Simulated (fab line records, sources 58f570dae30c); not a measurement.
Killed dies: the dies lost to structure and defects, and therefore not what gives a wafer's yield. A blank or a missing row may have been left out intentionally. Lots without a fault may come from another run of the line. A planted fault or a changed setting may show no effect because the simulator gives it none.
Which tool was responsible?    flow berkeley cmos170    Sampling: 16 lots, 48 wafers, 5 of 331 route steps

== WHAT THE GAUGES READ, wafer by wafer ==
UCB170_PSD_CD_MEAS_06 targets a cd of 1200 nm. Usual: cd nm at 1199.7 nm, with a standard deviation of 1.5.
lot   measured      on         cd nm (nm)            flag
L241  day 7 14:13   cd sem-02  1199.5 1200.5 1199.6  
L239  day 7 13:58   cd sem-01  1202.0 1202.2 1200.7  
L242  day 7 14:52   cd sem-01  1200.0 1198.8 1198.9  
L243  day 7 18:55   cd sem-01  1197.5 1197.8 1199.0  
L240  day 7 18:56   cd sem-02  1199.7 1199.1 1199.3  
L246  day 8 17:46   cd sem-01  1198.3 1197.6 1198.5  
L244  day 8 18:19   cd sem-01  1200.5 1200.5 1200.0  
L245  day 8 17:53   cd sem-01  1200.0 1199.9 1200.5  
L247  day 9 05:09   cd sem-02  1201.6 1202.8 1200.0  
L248  day 9 05:18   cd sem-01  1202.6 1203.1 1202.0  
L250  day 9 15:40   cd sem-01  1199.5 1198.9 1199.1  
L256  day 11 02:50  cd sem-02  1202.5 1201.1 1201.0  
L257  day 11 03:06  cd sem-01  1199.3 1199.6 1199.8  
L259  day 11 09:06  cd sem-01  1201.1 1201.5 1201.1  
L260  day 12 00:41  cd sem-02  1198.8 1199.0 1198.7  
L261  day 12 00:50  cd sem-01  1197.5 1196.9 1195.4  

UCB170_PSD_TW_MEAS_10. Usual: PSD_TW typically reads 2337, with standard deviation 17.
lot   measured      on             PSD_TW          flag
L241  day 7 14:37   film metro-03  2341 2344 2335  
L239  day 7 14:21   film metro-01  2336 2331 2330  
L242  day 7 15:17   film metro-02  2316 2332 2323  
L243  day 7 19:26   film metro-01  2354 2346 2349  
L240  day 7 19:29   film metro-01  2328 2336 2333  
L246  day 8 18:10   film metro-01  2347 2351 2343  
L244  day 8 18:42   film metro-01  2353 2356 2339  
L245  day 8 18:17   film metro-01  2347 2338 2345  
L247  day 9 05:33   film metro-02  2322 2316 2327  
L248  day 9 05:43   film metro-01  2335 2347 2346  
L250  day 9 16:04   film metro-01  2348 2353 2349  
L256  day 11 03:14  film metro-01  2348 2346 2354  
L257  day 11 03:31  film metro-02  2308 2308 2303  
L259  day 11 09:31  film metro-02  2311 2314 2308  
L260  day 12 01:06  film metro-03  2320 2324 2322  
L261  day 12 01:14  film metro-01  2346 2352 2346  

UCB170_CONTACT_OVL_MEAS_16. Usual: CONTACT_OVL typically reads -2 nm, with standard deviation 7.2.
lot   measured      on          CONTACT_OVL (nm)  flag
L241  day 7 23:26   overlay-02  8 10 9            
L239  day 7 22:41   overlay-02  11 10 0           
L242  day 8 00:45   overlay-01  1 -4 2            
L243  day 8 03:56   overlay-01  6 11 16           
L240  day 8 03:32   overlay-02  -5 0 4            
L246  day 9 02:50   overlay-01  5 -9 -1           
L244  day 9 05:18   overlay-01  260 266 260       OFF
L245  day 9 03:19   overlay-02  256 255 255       OFF
L247  day 9 13:02   overlay-01  249 269 261       OFF
L248  day 9 13:55   overlay-01  -12 -3 -6         
L250  day 10 01:25  overlay-02  259 262 255       OFF
L256  day 11 11:37  overlay-01  3 -1 -5           
L257  day 11 11:58  overlay-01  -4 -21 -7         
L259  day 11 18:37  overlay-02  -7 -16 -10        
L260  day 12 11:14  overlay-01  -13 -16 -10       
L261  day 12 10:18  overlay-02  -1 -11 0          

== TOOL THAT RAN EACH LOT (tool first, then ch and the chambers of the sampled wafers, then the start) ==
lot   UCB170_GATE_ETCH_14                 UCB170_CONTACT_EXPOSE_12
L241  rie diel-03 ch 0,2,3, day 7 00:22   krf scanner-01 ch 0, day 7 22:56
L239  rie diel-01 ch 2,3, day 7 00:42     krf scanner-01 ch 0, day 7 22:05
L242  rie diel-02 ch 1,2, day 7 06:45     krf scanner-02 ch 0, day 8 00:14
L243  rie diel-03 ch 0,2,3, day 7 07:01   krf scanner-01 ch 0, day 8 03:16
L240  rie diel-02 ch 0,1,2, day 7 07:05   krf scanner-02 ch 0, day 8 03:02
L246  rie diel-01 ch 2,3, day 8 04:23     krf scanner-02 ch 0, day 9 02:20
L244  rie diel-02 ch 0,2, day 8 04:35     krf scanner-01 ch 0, day 9 04:37
L245  rie diel-01 ch 1,2,3, day 8 04:50   krf scanner-01 ch 0, day 9 02:49
L247  rie diel-02 ch 0,1,2, day 8 15:53   krf scanner-01 ch 0, day 9 12:32
L248  rie diel-03 ch 0,2,3, day 8 16:10   krf scanner-02 ch 0, day 9 13:12
L250  rie diel-02 ch 0,3, day 9 05:34     krf scanner-01 ch 0, day 10 00:55
L256  rie diel-03 ch 2,3, day 10 13:43    krf scanner-02 ch 0, day 11 11:03
L257  rie diel-03 ch 0,1,3, day 10 13:58  krf scanner-02 ch 0, day 11 11:13
L259  rie diel-03 ch 0,1,3, day 10 22:12  krf scanner-02 ch 0, day 11 18:06
L260  rie diel-01 ch 0,1,2, day 11 12:19  krf scanner-02 ch 0, day 12 10:43
L261  rie diel-02 ch 0,2,3, day 11 12:32  krf scanner-02 ch 0, day 12 09:48
- UCB170_GATE_ETCH_14: etches BARC in N2/H2.
- UCB170_CONTACT_EXPOSE_12: exposes mask CONT, target cd 700 nm.

== AS READ BY THE TOOLS THEMSELVES (means over the sampled wafers that have a number; for cases with no such wafer, the mark the record gives instead) ==
UCB170_GATE_ETCH_14. Usual: drypump motor current A 5.8 A, standard deviation 0.56; h2 flow sccm 200.1 sccm, standard deviation 0.54; oes product au 0.996 a.u., standard deviation 0.014; throttle valve pct 13.39 %, standard deviation 0.24.
lot   tool         drypump motor current A (A)  h2 flow sccm (sccm)  oes product au (a.u.)  throttle valve pct (%)  flag
L241  rie diel-03  5.9                          200.2                1.004                  13.32                   
L239  rie diel-01  5.9                          199.6                0.989                  13.57                   
L242  rie diel-02  5.4                          200.7                0.985                  13.33                   
L243  rie diel-03  6.0                          200.4                0.995                  13.32                   
L240  rie diel-02  5.8                          200.1                0.996                  13.32                   
L246  rie diel-01  5.8                          200.1                0.978                  13.64                   
L244  rie diel-02  6.2                          200.1                1.002                  13.30                   
L245  rie diel-01  5.6                          199.9                1.003                  13.48                   
L247  rie diel-02  5.8                          200.2                0.988                  13.31                   
L248  rie diel-03  5.9                          200.8                1.003                  13.32                   
L250  rie diel-02  6.5                          200.8                0.991                  13.23                   
L256  rie diel-03  6.2                          200.2                1.011                  13.42                   
L257  rie diel-03  6.2                          199.9                0.994                  13.50                   
L259  rie diel-03  6.3                          200.2                0.997                  13.50                   
L260  rie diel-01  5.3                          199.9                0.999                  13.42                   
L261  rie diel-02  5.9                          199.7                0.995                  13.42                   

== THE ANSWER, worked out from the rows above alone ==
Rule: a lot is off if the mean of its wafers that have a number lies more than 3 standard deviations from the usual mean. Also off: a lot with no number at a reading for which 4 or more lots have one. All remaining lots with rows at the step are treated as sound. After the gauges, taken in route order, come the tools' own readings; for these a lot's mean is taken, as printed above. At the first step where some lot is off, the reading lying furthest off is the one used; lots without a number count as furthest.
Off: L244, L245, L247, L250, seen at UCB170_CONTACT_OVL_MEAS_16 (CONTACT_OVL).
A tool fits if, at a process step before that reading, it ran every lot that is off, and no sound lot after the first of them. The gauges at UCB170_CONTACT_OVL_MEAS_16 are tried like those tools. One fits: krf scanner-01 at UCB170_CONTACT_EXPOSE_12. A fault onset in the window from L243 (day 8 03:16, its last sound lot) to L245 (day 9 02:49, its first lot off) fits.

== WHAT HAD BEEN PUT IN BY THE SIMULATOR ==
Scanner matching overlay: krf scanner-01, from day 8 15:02 on, at UCB170_CONTACT_EXPOSE_12. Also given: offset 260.
Struck lots among those shown: L245, L244, L247, L250. This agrees with what the rule above found.
